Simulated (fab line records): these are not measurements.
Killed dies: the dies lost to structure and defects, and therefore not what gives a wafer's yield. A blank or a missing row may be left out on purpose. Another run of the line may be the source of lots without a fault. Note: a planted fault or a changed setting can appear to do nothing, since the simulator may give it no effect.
Split-lot trial -- flow berkeley cmos170 -- 23 wafers read from 5 lots, route of 331 steps

## SPLIT DETAILS
At UCB170_ACTIVE_CVD_05 (deposits Si3N4 from SiH2Cl2/NH3, target thk 220 nm, time 3300 s), the setting sih2cl2 flow sccm was moved away from the recipe's 25 sccm on 10 of the 23 wafers read, by -8.9% to +14.2%. This setting was run at the recipe's value on the other wafers.

No step appears in the file between the split and the reading.

## THE READING
ACTIVE_NITRIDE_THK in nanometres, read at UCB170_ACTIVE_THK_MEAS_06. Fault-free wafers of this fab line usually give 219.9 nm, standard deviation 2.3 nm.

wafer,"tool, chamber at the split","sih2cl2 flow sccm as run, sccm",against the recipe,"ACTIVE_NITRIDE_THK, nm",against lot-mates on the recipe
L074.1,"-, -",28.54,+14.2%,231.3,no lot-mate on the recipe
L074.3,"-, -",28.54,+14.2%,230.8,no lot-mate on the recipe
L074.4,"-, -",28.54,+14.2%,231.5,no lot-mate on the recipe
L074.5,"-, -",28.54,+14.2%,229.8,no lot-mate on the recipe
L074.6,"-, -",28.54,+14.2%,230.3,no lot-mate on the recipe
L077.2,"-, -",25,recipe,218.0,-
L077.3,"-, -",25,recipe,218.8,-
L077.4,"-, -",25,recipe,219.2,-
L077.5,"-, -",25,recipe,217.8,-
L077.6,"-, -",25,recipe,218.4,-
L081.2,"-, -",25,recipe,217.9,-
L081.3,"-, -",25,recipe,218.0,-
L081.4,"-, -",25,recipe,218.5,-
L081.5,"-, -",25,recipe,219.7,-
L081.6,"-, -",25,recipe,218.5,-
L084.1,"lpcvd-01, 1",25,recipe,218.4,-
L084.4,"lpcvd-01, 1",25,recipe,217.8,-
L084.5,"lpcvd-01, 1",25,recipe,219.5,-
L085.1,"-, -",22.77,-8.9%,215.7,no lot-mate on the recipe
L085.3,"-, -",22.77,-8.9%,215.8,no lot-mate on the recipe
L085.4,"-, -",22.77,-8.9%,216.5,no lot-mate on the recipe
L085.5,"-, -",22.77,-8.9%,215.1,no lot-mate on the recipe
L085.6,"-, -",22.77,-8.9%,214.8,no lot-mate on the recipe

FIT RESULTS
A straight line over all 23 wafers: ACTIVE_NITRIDE_THK changes by +0.689 nm for each +1% of sih2cl2 flow sccm; r = +0.96; the points scatter about the line by 1.6 nm.
Too few moved wafers with a lot-mate on the recipe to fit a line net of each lot's own level.

## THE WHOLE CHAIN: every reading that the file lists as answering this split, in the file's order
step,what it does,reading,change (the file's fit),r (the file's)
UCB170_ACTIVE_CVD_05,"deposits Si3N4 from SiH2Cl2/NH3, target thk 220 nm, time 3300 s","Si3N4_of_ACTIVE_CVD_05.thk nm (the simulator's own value, which no gauge read)",+0.688 nm for each +1% of the setting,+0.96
UCB170_ACTIVE_THK_MEAS_06,,ACTIVE_NITRIDE_THK,+0.689 for each +1% of the setting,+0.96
UCB170_FIELD_OXIDATION_01,"target thk 558.3 nm, ox time 7200 s","Si3N4_of_ACTIVE_CVD_05.thk nm (the simulator's own value, which no gauge read)",+0.708 nm for each +1% of the setting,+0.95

## THE FILE'S OWN FIT
ACTIVE_NITRIDE_THK changes by +0.689 nm for each +1% of sih2cl2 flow sccm, r = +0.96.
